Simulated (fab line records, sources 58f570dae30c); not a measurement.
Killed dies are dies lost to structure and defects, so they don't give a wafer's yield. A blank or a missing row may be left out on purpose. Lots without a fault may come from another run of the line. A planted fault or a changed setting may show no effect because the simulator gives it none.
Which tool did it? | flow berkeley_cmos170 | 14 lots, 42 wafers sampled, at 5 steps of a route of 331

WHAT THE GAUGES READ, wafer by wafer
UCB170_SPACER_THK_MEAS_01. Usual: SPACER_TEOS_THK 375 nm, standard deviation 5.1.
lot  | measured     | on            | SPACER_TEOS_THK (nm) | flag
L305 | day 7 15:26  | film_metro-04 | 371 378 380          |
L304 | day 7 15:35  | film_metro-03 | 371 366 371          |
L306 | day 8 00:35  | film_metro-04 | 372 371 383          |
L307 | day 8 01:34  | film_metro-01 | 368 375 377          |
L313 | day 9 09:43  | film_metro-01 | 372 376 385          |
L311 | day 9 10:08  | film_metro-04 | 372 376 372          |
L312 | day 9 10:23  | film_metro-01 | 367 365 375          |
L314 | day 9 20:39  | film_metro-03 | 373 383 380          |
L315 | day 9 20:24  | film_metro-03 | 374 374 383          |
L316 | day 10 13:06 | film_metro-03 | 373 372 381          |
L317 | day 10 13:25 | film_metro-04 | 383 374 376          |
L318 | day 10 13:58 | film_metro-01 | 371 370 376          |
L319 | day 11 03:32 | film_metro-03 | 413 422 419          | OFF
L320 | day 11 03:45 | film_metro-03 | 412 417 416          | OFF

UCB170_SILICIDE_THK_MEAS_03: measures by xrf. Usual: SILICIDE_TI_THK 30.3 nm, standard deviation 0.5.
lot  | measured     | on            | SILICIDE_TI_THK (nm) | flag
L305 | day 8 05:04  | film_metro-03 | 29.8 29.7 29.7       |
L304 | day 8 02:55  | film_metro-03 | 30.0 30.6 31.0       |
L306 | day 8 12:40  | film_metro-03 | 30.1 29.9 30.3       |
L307 | day 8 12:22  | film_metro-02 | 31.1 30.5 30.7       |
L313 | day 9 22:22  | film_metro-02 | 30.7 31.5 31.1       |
L311 | day 9 22:13  | film_metro-03 | 30.7 30.3 30.5       |
L312 | day 10 00:53 | film_metro-03 | 30.7 30.1 30.3       |
L314 | day 10 10:16 | film_metro-04 | 31.0 31.1 30.8       |
L315 | day 10 10:16 | film_metro-03 | 30.2 30.6 30.2       |
L316 | day 11 04:07 | film_metro-03 | 30.7 30.0 30.1       |
L317 | day 11 04:16 | film_metro-02 | 30.3 30.8 30.6       |
L318 | day 11 04:09 | film_metro-04 | 30.4 30.8 30.2       |
L319 | day 11 15:00 | film_metro-03 | 30.6 30.4 30.8       |
L320 | day 11 14:50 | film_metro-02 | 31.5 30.9 30.8       |

WHICH TOOL RAN EACH LOT (tool, then ch and the chambers of the sampled wafers, then the start)
lot  | UCB170_NLDD_STRIP_10                 | UCB170_SPACER_CVD_00            | UCB170_SPACER_ETCHBACK_03
L305 | plasma_asher-02 ch 0,1, day 7 15:04  | pecvd-04 ch 0,1, day 7 15:22    | rie_diel-03 ch 0,1, day 7 21:15
L304 | plasma_asher-03 ch 0,1, day 7 15:11  | pecvd-03 ch 0,2, day 7 15:32    | rie_diel-02 ch 0,2,3, day 7 21:15
L306 | plasma_asher-03 ch 0,1, day 8 00:11  | pecvd-03 ch 0,2, day 8 00:32    | rie_diel-03 ch 0,1, day 8 06:58
L307 | plasma_asher-02 ch 0,1, day 8 00:55  | pecvd-04 ch 0,1, day 8 01:31    | rie_diel-02 ch 0,3, day 8 06:58
L313 | plasma_asher-04 ch 0,1, day 9 09:20  | pecvd-01 ch 0,2, day 9 09:41    | rie_diel-03 ch 1,2, day 9 16:51
L311 | plasma_asher-03 ch 0,1, day 9 09:46  | pecvd-04 ch 0,1,2, day 9 10:04  | rie_diel-02 ch 1,2,3, day 9 16:51
L312 | plasma_asher-04 ch 0,1, day 9 10:01  | pecvd-03 ch 0,1, day 9 10:20    | rie_diel-04 ch 1,2, day 9 16:55
L314 | plasma_asher-04 ch 0,1, day 9 19:45  | pecvd-03 ch 0,1,2, day 9 20:37  | rie_diel-03 ch 0,1,3, day 10 03:41
L315 | plasma_asher-03 ch 0,1, day 9 20:02  | pecvd-04 ch 0,1,2, day 9 20:22  | rie_diel-04 ch 1,3, day 10 03:41
L316 | plasma_asher-03 ch 0,1, day 10 12:43 | pecvd-03 ch 0,1,2, day 10 13:04 | rie_diel-02 ch 1,2,3, day 10 20:31
L317 | plasma_asher-02 ch 0,1, day 10 13:02 | pecvd-01 ch 0,1,2, day 10 13:21 | rie_diel-04 ch 0,1,2, day 10 20:31
L318 | plasma_asher-04 ch 0,1, day 10 13:34 | pecvd-04 ch 0,1, day 10 13:55   | rie_diel-03 ch 1,2,3, day 10 20:31
L319 | plasma_asher-03 ch 0,1, day 11 03:04 | pecvd-03 ch 0,1, day 11 03:28   | rie_diel-04 ch 0,1,3, day 11 09:12
L320 | plasma_asher-02 ch 1, day 11 03:20   | pecvd-03 ch 0,2, day 11 03:40   | rie_diel-03 ch 1,3, day 11 09:12
- UCB170_NLDD_STRIP_10: strips in O2.
- UCB170_SPACER_CVD_00: deposits SiO2 from TEOS/O2, target thk 376 nm, time 47 s.
- UCB170_SPACER_ETCHBACK_03: etches SiO2 in CHF3/CF4/Ar, stops on Si, target depth 376 nm, time 100 s.

WHAT THE TOOLS THEMSELVES READ (means of the sampled wafers that have a number; where no wafer has one, the mark that the record gives instead)
UCB170_NLDD_STRIP_10. Usual: drypump_motor_current_A 5.55 A, standard deviation 0.28; oes_product_au 0.734 a.u., standard deviation 0.0047; strip_time_to_endpoint_s 21.61 s, standard deviation 0.065.
lot  | tool            | drypump_motor_current_A (A) | oes_product_au (a.u.) | strip_time_to_endpoint_s (s) | flag
L305 | plasma_asher-02 | 5.49                        | 0.736                 | 21.52                        |
L304 | plasma_asher-03 | 5.48                        | 0.734                 | 21.62                        |
L306 | plasma_asher-03 | 5.33                        | 0.732                 | 21.64                        |
L307 | plasma_asher-02 | 5.48                        | 0.734                 | 21.59                        |
L313 | plasma_asher-04 | 5.64                        | 0.734                 | 21.60                        |
L311 | plasma_asher-03 | 5.34                        | 0.731                 | 21.59                        |
L312 | plasma_asher-04 | 5.66                        | 0.734                 | 21.62                        |
L314 | plasma_asher-04 | 5.80                        | 0.741                 | 21.67                        |
L315 | plasma_asher-03 | 5.47                        | 0.733                 | 21.55                        |
L316 | plasma_asher-03 | 5.32                        | 0.733                 | 21.58                        |
L317 | plasma_asher-02 | 5.66                        | 0.730                 | 21.73                        |
L318 | plasma_asher-04 | 5.80                        | 0.737                 | 21.55                        |
L319 | plasma_asher-03 | 5.36                        | 0.731                 | 21.60                        |
L320 | plasma_asher-02 | 5.31                        | 0.730                 | 21.56                        |

UCB170_SPACER_CVD_00. Usual: heater_power_w 310 W, standard deviation 63; run_length_s 75.0 s, standard deviation 0.54.
lot  | tool     | heater_power_w (W) | run_length_s (s) | flag
L305 | pecvd-04 | 243                | 75.1             |
L304 | pecvd-03 | 382                | 74.7             |
L306 | pecvd-03 | 329                | 74.5             |
L307 | pecvd-04 | 290                | 74.8             |
L313 | pecvd-01 | 265                | 75.3             |
L311 | pecvd-04 | 263                | 75.1             |
L312 | pecvd-03 | 368                | 75.3             |
L314 | pecvd-03 | 364                | 74.7             |
L315 | pecvd-04 | 254                | 75.2             |
L316 | pecvd-03 | 340                | 74.9             |
L317 | pecvd-01 | 278                | 75.3             |
L318 | pecvd-04 | 290                | 74.9             |
L319 | pecvd-03 | 350                | 80.6             | OFF
L320 | pecvd-03 | 323                | 80.1             | OFF

UCB170_SPACER_ETCHBACK_03. Usual: drypump_motor_current_A 5.6 A, standard deviation 0.38; oes_product_au 0.899 a.u., standard deviation 0.016; throttle_valve_pct 6.47 %, standard deviation 0.1.
lot  | tool        | drypump_motor_current_A (A) | oes_product_au (a.u.) | throttle_valve_pct (%) | flag
L305 | rie_diel-03 | 6.0                         | 0.902                 | 6.46                   |
L304 | rie_diel-02 | 5.4                         | 0.890                 | 6.53                   |
L306 | rie_diel-03 | 5.7                         | 0.893                 | 6.37                   |
L307 | rie_diel-02 | 5.4                         | 0.900                 | 6.52                   |
L313 | rie_diel-03 | 6.2                         | 0.907                 | 6.55                   |
L311 | rie_diel-02 | 5.4                         | 0.893                 | 6.55                   |
L312 | rie_diel-04 | 5.7                         | 0.903                 | 6.46                   |
L314 | rie_diel-03 | 5.7                         | 0.892                 | 6.41                   |
L315 | rie_diel-04 | 5.6                         | 0.897                 | 6.44                   |
L316 | rie_diel-02 | 5.4                         | 0.896                 | 6.56                   |
L317 | rie_diel-04 | 5.8                         | 0.904                 | 6.41                   |
L318 | rie_diel-03 | 5.9                         | 0.892                 | 6.51                   |
L319 | rie_diel-04 | 5.7                         | 0.973                 | 6.42                   | OFF
L320 | rie_diel-03 | 6.0                         | 0.960                 | 6.49                   | OFF

THE ANSWER, worked out from the rows above alone
Rule: a lot is off if the mean of its wafers that have a number lies more than 3 standard deviations from the usual mean. A lot without any number at a reading at which 4 lots or more have one is off too. The other lots that the step has rows for count as sound. The gauges are gone through in route order, then the tools' own readings, and for those a lot's mean is taken as printed above. The first step at which some lot is off is used, and at that step the reading that is off furthest; a lot without a number counts as furthest.
Off: L319, L320, at UCB170_SPACER_THK_MEAS_01 (SPACER_TEOS_THK).
A tool fits if, at a process step before that reading, it ran every lot that is off, and no sound lot after the first of them. The gauges at UCB170_SPACER_THK_MEAS_01 aren't tried: what is off there is off at UCB170_SPACER_CVD_00 too, on other tools, and a gauge's error can't cause that. One fits: pecvd-03 at UCB170_SPACER_CVD_00. Its last sound lot is L316 (day 10 13:04), its first lot that is off L319 (day 11 03:28): a fault that began between those two fits.
The tool's own readings at UCB170_SPACER_CVD_00 bear it out: on the lots that are off they differ by more than 5 times the standard deviation of the sound lots' means. run_length_s reads 80.3 s there against 75.0 s on the sound lots.

WHAT THE SIMULATOR HAD PUT IN
Process parameter drift: pecvd-03, from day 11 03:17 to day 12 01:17, at UCB170_SPACER_CVD_00. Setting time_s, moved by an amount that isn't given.
Lots struck among those shown: L319, L320. The rule above found the same.
